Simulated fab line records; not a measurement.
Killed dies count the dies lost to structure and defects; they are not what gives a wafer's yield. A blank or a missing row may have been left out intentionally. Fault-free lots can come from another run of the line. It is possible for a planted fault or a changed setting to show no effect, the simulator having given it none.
Problem report, 8D (eight disciplines) form, completed by code / flow berkeley_cmos170 / the parts of the form that need people (team, actions taken, sign-off) are left out

1. WHAT WENT WRONG
At UCB170_PVT_SOFTBAKE_02, heater_power_total_W averages 58.27 W over 6 wafers from 2 lots, while fault-free wafers read 56.80 W, standard deviation 0.045. Relative to the usual mean, that is a shift of +33 standard deviations.
The step: time 60 s.
Earliest sighting: wafer L556.2 on litho_track-01 at day 7 23:50. The record has a number at this step for 42 wafers belonging to 14 lots. The rule behind "out" and "out of limits": a value lying over 4 standard deviations away from the usual mean. The other wafers with a number count as sound.

2. WHAT IT IS, AND WHAT IT ISN'T
question=which readings at this step | is=heater_power_total_W, plate_temp_C | is not=-
question=which lots | is=L556, L557 | is not=L546, L547, L548, L549, L551, L552, L561, L563, L564, L565, L567, L569
question=which wafers of those lots | is=all that have a number | is not=-
question=read on which tools | is=litho_track-01 | is not=litho_track-02, litho_track-04
question=when | is=from day 7 23:50 | is not=up to then (18 sound wafers); but 18 sound wafers of L561, L563, L564, L565, L567, L569 came after

3. SUSPECTS, AND WHAT RULES EACH OUT
Counting: a tool at a process step up to the reading stays a suspect if it ran every lot that is out and no sound lot after the first of them.
- litho_track-01 at UCB170_PVT_SOFTBAKE_02 (time 60 s): kept. It ran every lot that is out, first L556 (day 7 23:50), and no sound lot after that; its last sound lot up to then is L551 (day 6 11:00). Its own readings are out on those wafers: heater_power_total_W, plate_temp_C.
Left after counting: litho_track-01 at UCB170_PVT_SOFTBAKE_02.

4. THE CAUSE (what the simulator had put in)
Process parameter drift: litho_track-01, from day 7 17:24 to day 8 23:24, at UCB170_PVT_SOFTBAKE_02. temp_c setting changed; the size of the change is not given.
Counting left only this tool.

5. SEQUENCE OF EFFECTS, ordered by route
One row per reading whose mean, taken over the struck wafers that have a number, lies over 3 standard deviations from the usual. Only readings for which the record gives a usual standard deviation are gone through. hours: the time from each lot's start at the first step in this table that gives one to its start at this step, as a median over the lots. sigmas: the change in usual standard deviations.
hours=0; step=UCB170_PVT_SOFTBAKE_02; reading=heater_power_total_W; usual=56.80 W; on struck wafers=58.27; change=+1.47; sigmas=+33
hours=0; step=UCB170_PVT_SOFTBAKE_02; reading=plate_temp_C; usual=130.01 C; on struck wafers=132.63; change=+2.62; sigmas=+19
It contains these process steps:
- UCB170_PVT_SOFTBAKE_02: time 60 s.

6. HOW IT WOULD HAVE BEEN CAUGHT EARLIER
6 hours passed between the start of the fault at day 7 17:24 and the first reading out of limits in this record, taken at day 7 23:50.
